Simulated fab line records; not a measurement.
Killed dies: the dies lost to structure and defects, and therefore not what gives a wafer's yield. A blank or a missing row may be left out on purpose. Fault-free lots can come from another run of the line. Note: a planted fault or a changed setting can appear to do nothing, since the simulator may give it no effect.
Matching of chambers -- flow berkeley_cmos170 -- 4 sister chambers for UCB170_V1_CMP_02 on cmp-01
The step polishes SiO2. 8 wafers are shown with their chamber, then 7 later ones without.

== EACH WAFER AND ITS CHAMBER ==
wafer,chamber,motor_current_A (A)
L892.2,2,18.8
L899.4,0,17.1
L899.6,1,16.4
L905.3,1,15.8
L905.4,2,19.6
L905.5,3,15.8
L911.1,0,15.6
L911.2,3,15.4

== WAFERS WHOSE CHAMBER IS MISSING ==
wafer,motor_current_A (A)
L911.6,15.0
L914.1,19.3
L914.2,14.3
L914.3,17.1
L913.2,17.7
L913.4,18.4
L913.6,15.9

== WHICH CHAMBER EACH WENT THROUGH ==
wafer,from the rows above,in truth
L911.6,can't be placed: 3 or 1 or 0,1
L914.1,2,2
L914.2,can't be placed: 3 or 1 or 0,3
L914.3,can't be placed: 0 or 1 or 3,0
L913.2,can't be placed: 0 or 2 or 1 or 3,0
L913.4,can't be placed: 2 or 0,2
L913.6,can't be placed: 1 or 3 or 0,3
Correct placement for 1 of the 7. Cannot be placed on the basis of these rows: 6; the candidates contain the true chamber in 6. Placed wrongly: 0.
How it was worked out, from the rows above alone: a wafer's distance from a chamber is the root of the sum, over the readings, of the square of ((its reading less the chamber's mean) divided by the reading's scatter). If the next closest chamber is less than 2 further off than the closest, the wafer can't be placed; otherwise it belongs to the closest. A chamber's mean is the mean of its shown wafers. The scatter: the root of (the sum of the squares of (reading less its chamber's mean) over the shown wafers, divided by (wafers less chambers)).
